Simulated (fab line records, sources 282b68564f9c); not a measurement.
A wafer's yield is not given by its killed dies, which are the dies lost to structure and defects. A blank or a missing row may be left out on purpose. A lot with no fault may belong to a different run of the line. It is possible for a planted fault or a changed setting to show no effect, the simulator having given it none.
2 desks looking at one fault + flow ritCmos + only its own numbers are on each desk; what lay behind them is given at the end

== TOOL OWNER'S DESK, furnace-03 ==
The tool's own readings at RIT_ACTIVE_OXIDATION_01 (target thk 46.8 nm, ox time 3360 s): means of the sampled wafers that have a number, for each lot that ran on this tool. Marked OUT: a lot whose mean sits more than 4 standard deviations from the usual mean, which makes it out of limits; the brackets give that distance.
Columns: A = spikeTcLoadC at RIT_ACTIVE_OXIDATION_01, usual 1023.0 C; B = spikeTcSourceC at RIT_ACTIVE_OXIDATION_01, usual 1024 C; C = zonePowerSourcePct at RIT_ACTIVE_OXIDATION_01, usual 34 %
| lot  | first seen here | A      | B    | C  |
|------|-----------------|--------|------|----|
| L636 | day 2 11:07     | 1020.8 | 1021 | 38 |
| L638 | day 2 21:07     | 1020.1 | 1021 | 39 |
| L639 | day 3 04:26     | 1020.6 | 1021 | 39 |
| L642 | day 3 17:07     | 1020.5 | 1020 | 38 |
| L651 | day 5 14:22     | 1020.0 | 1022 | 39 |
| L652 | day 5 19:07     | 1020.6 | 1022 | 39 |
This desk's verdict: no lot among the 6 shows anything out of limits.

== FROM THE METROLOGY DESK ==
What the gauges read, lot by lot, whatever tool the lot ran on: means of the sampled wafers that have a number. Marked OUT: a lot whose mean sits more than 4 standard deviations from the usual mean, which makes it out of limits; the brackets give that distance.
Columns: A = ACTIVE_OXIDE_THK at RIT_ACTIVE_THK_MEAS_02, usual 46.4 nm
| lot  | first seen here | A               |
|------|-----------------|-----------------|
| L633 | day 1 23:23     | 46.4            |
| L634 | day 2 03:04     | 47.5            |
| L635 | day 2 08:03     | 46.6            |
| L636 | day 2 13:04     | 46.4            |
| L637 | day 2 18:46     | 47.4            |
| L638 | day 2 23:03     | 46.1            |
| L639 | day 3 06:22     | 45.7            |
| L640 | day 3 09:03     | 46.7            |
| L642 | day 3 19:03     | 45.5            |
| L643 | day 4 02:05     | 47.1            |
| L644 | day 4 05:04     | 46.5            |
| L651 | day 5 16:18     | 51.3 (+5.2) OUT |
| L652 | day 5 21:03     | 51.8 (+5.6) OUT |
| L654 | day 6 07:03     | 47.8            |
This desk's result: L651, L652 out of limits, first on L651 (ACTIVE_OXIDE_THK at RIT_ACTIVE_THK_MEAS_02), day 5 16:18. Within limits: L633, L634, L635, L636, L637, L638, L639, L640, L642, L643, L644, L654.

== ALL TOGETHER ==
At day 5 16:18 the metrology desk could have sounded an alarm, on L651, L652.
Nothing out of limits was seen by the tool owner's desk.
On record at the tool owner's desk: L651, L652, within its limits.
The lots listed all ran RIT_ACTIVE_OXIDATION_01 on furnace-03.

== WHAT HAD BEEN PUT IN BY THE SIMULATOR ==
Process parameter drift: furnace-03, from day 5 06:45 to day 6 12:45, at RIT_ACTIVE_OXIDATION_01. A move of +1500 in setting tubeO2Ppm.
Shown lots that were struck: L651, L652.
Time in hours between the start of the fault and the first out-of-limits reading at each desk: metrology desk, 10.
